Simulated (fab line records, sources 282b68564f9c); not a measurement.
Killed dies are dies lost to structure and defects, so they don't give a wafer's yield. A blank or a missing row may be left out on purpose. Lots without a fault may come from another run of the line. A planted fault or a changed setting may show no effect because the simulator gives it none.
Split-lot experiment | flow rit_cmos | 5 lots, 23 wafers read, on a route of 202 steps

THE SPLIT
At RIT_CONTACT_COAT_03 (resist thk 1000 nm), the setting resist_thk_nm was moved away from the recipe's 1000 nm on 8 of the 23 wafers read, by +1.7% to +5.4%. The other wafers ran this setting at the recipe's value.

FROM THE SPLIT TO THE READING: what the file shows between them, 7 steps
- RIT_CONTACT_SOFTBAKE_04: time 60 s
- RIT_CONTACT_EXPOSE_05: exposes mask M11, target cd 1000 nm
- RIT_CONTACT_PEB_06
- RIT_CONTACT_DEVELOP_07: develop time 120 s
- RIT_CONTACT_CD_MEAS_08: target cd 1000 nm
- RIT_CONTACT_HARDBAKE_10: time 60 s
- RIT_CONTACT_STRIP_12: strips in O2, time 180 s (also split here: time_s)

THE READING
cd_nm, in nm, at RIT_CONTACT_CD_MEAS_90 (target cd 1000 nm). Fault-free wafers of this fab line usually give 1001.0 nm, standard deviation 2.2 nm.

wafer  | tool, chamber at the split | resist_thk_nm as run, nm | against the recipe | cd_nm, nm | against lot-mates on the recipe
L074.1 | litho_track-04, 0          | 1000                     | recipe             | 1003.8    | -
L074.2 | litho_track-04, 0          | 1038                     | +3.8%              | 998.1     | -4.9
L074.3 | litho_track-04, 0          | 1038                     | +3.8%              | 998.1     | -4.9
L074.4 | litho_track-04, 0          | 1000                     | recipe             | 1002.3    | -
L074.6 | litho_track-04, 0          | 1038                     | +3.8%              | 998.2     | -4.8
L075.1 | litho_track-04, 0          | 1000                     | recipe             | 1003.6    | -
L075.2 | litho_track-04, 0          | 1000                     | recipe             | 1002.8    | -
L075.4 | litho_track-04, 0          | 1000                     | recipe             | 1005.3    | -
L075.5 | litho_track-04, 0          | 1054                     | +5.4%              | 996.9     | -7.0
L075.6 | litho_track-04, 0          | 1054                     | +5.4%              | 1000.0    | -3.9
L078.1 | litho_track-04, 0          | 1000                     | recipe             | 999.0     | -
L078.3 | litho_track-04, 0          | 1000                     | recipe             | 997.5     | -
L078.4 | litho_track-04, 0          | 1000                     | recipe             | 998.6     | -
L080.1 | litho_track-04, 0          | 1000                     | recipe             | 1001.1    | -
L080.2 | litho_track-04, 0          | 1000                     | recipe             | 1001.8    | -
L080.3 | litho_track-04, 0          | 1000                     | recipe             | 1004.3    | -
L080.4 | litho_track-04, 0          | 1000                     | recipe             | 1003.0    | -
L080.6 | litho_track-04, 0          | 1000                     | recipe             | 1002.6    | -
L084.1 | litho_track-04, 0          | 1000                     | recipe             | 997.1     | -
L084.2 | litho_track-04, 0          | 1017                     | +1.7%              | 993.7     | -4.1
L084.3 | litho_track-04, 0          | 1017                     | +1.7%              | 997.4     | -0.5
L084.4 | litho_track-04, 0          | 1017                     | +1.7%              | 996.0     | -1.9
L084.5 | litho_track-04, 0          | 1000                     | recipe             | 998.6     | -

THE FIT
A straight line over all 23 wafers: cd_nm changes by -0.766 nm for each +1% of resist_thk_nm; r = -0.47; the points scatter about the line by 2.8 nm.
The same after taking each lot's own level away (the mean of its wafers on the recipe; 23 wafers): -1.13 nm for each +1%; r = -0.89; scatter 1.1 nm.
On that fit, the largest move of resist_thk_nm shifts the reading by 6.1 nm.
The lots' own levels span 997.85 to 1003.90 nm, that is 2.7 times the standard deviation above.
So the lot-to-lot level blurs the effect unless lot-mates are compared.
Check: with one of the wafers moved furthest among these (+5.4%) left out of the fit, the line predicts -5.82 nm for it against its lot-mates. It came out at -7 nm against them.

OTHER SPLITS ON THESE WAFERS
These wafers also went through other splits before the reading. Each is held against what the fit with the lots' levels taken away leaves over:
other split on the same wafers | wafers away from the commonest value | r with cd_nm (lot level and that fit taken away)
RIT_SPACER_ETCHBACK_05 time_s  | 7                                    | +0.17
RIT_PSD_IMPLANT_08 energy_kev  | 10                                   | -0.12
RIT_SILICIDE_SPUTTER_01 time_s | 10                                   | +0.45
RIT_CONTACT_STRIP_12 time_s    | 6                                    | +0.21

THE WHOLE CHAIN: every reading that the file lists as answering this split, in the file's order
step                    | what it does       | reading                                                                            | change (the file's fit)              | r (the file's)
RIT_CONTACT_COAT_03     | resist thk 1000 nm | NOVOLAK_of_CONTACT_COAT_03.thk_nm (the simulator's own value, which no gauge read) | +9.81 nm for each +1% of the setting | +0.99
RIT_CONTACT_CD_MEAS_08  | target cd 1000 nm  | cd_nm                                                                              | -1.03 nm for each +1% of the setting | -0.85
RIT_CONTACT_HARDBAKE_10 | time 60 s          | NOVOLAK_of_CONTACT_COAT_03.thk_nm (the simulator's own value, which no gauge read) | +8.59 nm for each +1% of the setting | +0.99
RIT_CONTACT_CD_MEAS_90  | target cd 1000 nm  | cd_nm                                                                              | -1.12 nm for each +1% of the setting | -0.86

THE FILE'S OWN FIT
cd_nm changes by -1.12 nm for each +1% of resist_thk_nm, r = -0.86.
